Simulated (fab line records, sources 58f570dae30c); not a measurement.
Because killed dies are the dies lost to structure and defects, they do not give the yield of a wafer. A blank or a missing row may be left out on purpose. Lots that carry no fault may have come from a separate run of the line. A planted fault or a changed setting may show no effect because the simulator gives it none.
fab line records    flow berkeley_cmos170
record lots=6  wafers=18  last_day=12
route steps=331 shown SCREENOX@103 NVT@104 PVT@115
lots with no fault: from the same line, run without faults
start_h: hours from the record's first day to the start of the lot's first wafer shown    wait_h: hours since the lot's step before    " repeats the value in the row above    L1.1+2: a single row standing in for several wafers    - value missing, or start not given    * or withheld: withheld    < > ~ a bound
route shown NAME@n: names a module that has steps shown in the file, with the first one's number in the route    usual: the fault-free wafers' mean and standard deviation    same: alike in all rows    chamber/n: place in a boat    sites: each site's reading    _std_site: their standard deviation    _edge_site: mean of outer sites minus mean of inner sites    radius_mm: how far each site lies from the wafer's centre    mask NAME#n: copy n    behind: the tool/chamber that last shaped the wafer    hold: the reason the lot was held/the length of the hold in hours/how it ended    device: the n, p or np transistor that did not switch    end of line: tests run on the same wafers once the route is complete    step lacking rows: just its recipe    killed: not the wafer's yield, but the dies lost to structure and defects at the first sort    map: a wafer's dies, marking killed ones x, the rest . and places with no die _
set.NAME: the setting the step ran with; set.NAME@STEP: the setting that earlier step ran with    model.NAME: the simulator's own value behind a step, which no gauge read
lots at selected steps of the route; one table per step, one row per wafer
services: from which hour (start_h, from the record's first day; less than 0 if before it) a tool's chamber was out of use, for how many hours, and why
## steps
# step UCB170_SCREENOX_ANNEAL_03
# recipe temp_c=900  time_s=900  ambient=N2
# step UCB170_NVT_HMDS_00
# recipe prime_time_s=60  prime_temp_c=100
# step UCB170_NVT_COAT_01
# recipe resist=KrF  spin_rpm=1500  resist_thk_nm=900
# step UCB170_NVT_SOFTBAKE_02
# recipe resist=KrF  temp_c=130  time_s=60
# step UCB170_NVT_EXPOSE_03
# recipe mask_id=PWELL  target_cd_nm=3000  na=0.5  sigma_outer=0.6  source_shape=conventional  dose_mj=30
# step UCB170_NVT_PEB_04
# recipe peb_temp_c=130  peb_time_s=withheld  resist=KrF
# step UCB170_NVT_DEVELOP_05
# recipe developer=TMAH  develop_time_s=45  resist=KrF  dev_temp_c=21
# step UCB170_NVT_OVL_MEAS_06
# usual NVT_OVL=4/5.2
lot.wafer  tool        chamber  start_h  wait_h  NVT_OVL[nm]
L283.3     overlay-01  -        188.09   -       6
L283.4     "           -        "        "       5
L283.6     "           -        "        "       3
L285.1     overlay-02  -        189.08   -       4
L285.2     "           -        "        "       4
L285.5     "           -        "        "       7
L286.2     overlay-02  -        193.30   -       0
L286.4     "           -        "        "       -4
L286.5     "           -        "        "       -7
L287.3     overlay-01  -        207.36   -       6
L287.4     "           -        "        "       4
L287.5     "           -        "        "       9
L290.3     overlay-02  -        224.49   -       12
L290.4     "           -        "        "       9
L290.6     "           -        "        "       11
L293.3     overlay-02  -        242.32   -       -3
L293.4     "           -        "        "       1
L293.6     "           -        "        "       0
# step UCB170_NVT_IMPLANT_07
# recipe species=BF2  dose_cm2=3e+12  energy_kev=49.21  tilt_deg=7
# step UCB170_NVT_STRIP_08
# recipe chemistry=O2  power_w=400  pressure_mtorr=3500  platen_temp_c=withheld  o2_flow_sccm=400  overash_fraction=0.5
# usual drypump_motor_current_A=5.3/0.63  oes_product_au=0.735/0.0042  strip_time_to_endpoint_s=21.62/0.061
lot.wafer  tool             chamber  start_h  wait_h  drypump_motor_current_A  oes_product_au  rf_hours_counter_h  strip_time_to_endpoint_s
L283.3     plasma_asher-02  0        188.30   0.1     6.7                      0.730           -                   21.63
L283.4     "                1        "        "       5.8                      0.735           -                   21.63
L283.6     "                0        "        "       6.7                      0.729           -                   21.55
L285.1     plasma_asher-04  1        189.26   0.1     5.0                      0.738           43                  21.70
L285.2     "                0        "        "       5.2                      0.730           43                  21.75
L285.5     "                1        "        "       5.1                      0.739           -                   21.69
L286.2     plasma_asher-02  1        193.48   0.1     5.8                      0.745           8                   21.66
L286.4     "                1        "        "       5.8                      0.738           -                   21.66
L286.5     "                0        "        "       6.7                      0.732           -                   21.68
L287.3     plasma_asher-03  1        207.57   0.1     4.8                      0.734           -                   21.61
L287.4     "                0        "        "       4.8                      0.737           -                   21.62
L287.5     "                0        "        "       4.8                      0.732           -                   21.62
L290.3     plasma_asher-04  1        224.69   0.1     5.0                      0.732           -                   21.63
L290.4     "                0        "        "       5.2                      0.730           -                   21.60
L290.6     "                1        "        "       5.1                      0.734           -                   21.68
L293.3     plasma_asher-03  0        242.53   0.1     4.8                      0.740           -                   21.64
L293.4     "                1        "        "       4.8                      0.737           -                   21.61
L293.6     "                0        "        "       4.8                      0.735           -                   21.58
# step UCB170_NVT_TW_MEAS_09
# usual NVT_TW=520.5/2.4
lot.wafer  tool           chamber  start_h  wait_h  NVT_TW
L283.3     film_metro-04  -        188.39   0.1     519.4
L283.4     "              -        "        "       519.3
L283.6     "              -        "        "       518.4
L285.1     film_metro-04  -        189.36   0.1     521.1
L285.2     "              -        "        "       516.6
L285.5     "              -        "        "       518.1
L286.2     film_metro-03  -        193.59   0.1     519.4
L286.4     "              -        "        "       523.4
L286.5     "              -        "        "       520.4
L287.3     film_metro-04  -        207.65   0.1     517.2
L287.4     "              -        "        "       519.6
L287.5     "              -        "        "       522.6
L290.3     film_metro-03  -        224.78   0.1     518.9
L290.4     "              -        "        "       519.0
L290.6     "              -        "        "       519.8
L293.3     film_metro-04  -        242.62   0.1     520.5
L293.4     "              -        "        "       521.1
L293.6     "              -        "        "       519.4
# step UCB170_NVT_CLEAN_10
# recipe chemistry=SPM  temp_c=120  time_s=600
# step UCB170_PVT_HMDS_00
# recipe prime_time_s=60  prime_temp_c=100
# usual chill_plate_temp_C=23.01/0.098  prime_temp_c=99.98/0.13
lot.wafer  tool            chamber  start_h  wait_h  chill_plate_temp_C  prime_temp_c
L283.3     litho_track-04  0        189.25   0.6     23.08               99.93
L283.4     "               0        "        "       22.87               99.92
L283.6     "               0        "        "       23.03               99.79
L285.1     litho_track-04  0        190.65   1.0     22.94               99.92
L285.2     "               0        "        "       22.93               100.06
L285.5     "               0        "        "       23.13               99.98
L286.2     litho_track-03  0        196.00   0.4     22.97               99.79
L286.4     "               0        "        "       22.82               99.88
L286.5     "               0        "        "       23.02               99.80
L287.3     litho_track-04  0        207.99   0.1     22.96               100.13
L287.4     "               0        "        "       23.07               100.06
L287.5     "               0        "        "       23.09               100.12
L290.3     litho_track-04  0        226.12   0.1     22.95               104.83
L290.4     "               0        "        "       22.68               104.87
L290.6     "               0        "        "       22.96               104.86
L293.3     litho_track-04  0        243.63   0.8     22.87               104.82
L293.4     "               0        "        "       22.89               104.93
L293.6     "               0        "        "       22.92               104.74
# step UCB170_PVT_COAT_01
# recipe resist=KrF  spin_rpm=1500  resist_thk_nm=900
## services
tool             chamber  start_h  hours  kind
plasma_asher-04  -        178.22   1.9    repair
plasma_asher-03  -        187.36   4.3    repair
## key
first_sign step=UCB170_PVT_HMDS_00  reading=prime_temp_c  direction=up  sigmas=38  usual=*  struck=*
effect none on later readings
met_at UCB170_PVT_HMDS_00
struck_wafers L290.3,L290.4,L290.6,L293.3,L293.4,L293.6
tester_left_out L290,L293
onset_between 207.99 226.12
fault kind=process_parameter_drift  tool=litho_track-04  chamber=-  onset_h=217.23  steps=UCB170_PVT_HMDS_00  channel=prime_temp_c  offset=*  shape=step  end_h=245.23  acts_in=*  stated=*
# tester_left_out: of these lots the tester's yield and bins aren't shown, on N5 and GAA mostly nor the transistor test; their killed dies are dies lost to structure and defects alone, not to doping, threshold or leakage, so they don't give the yield
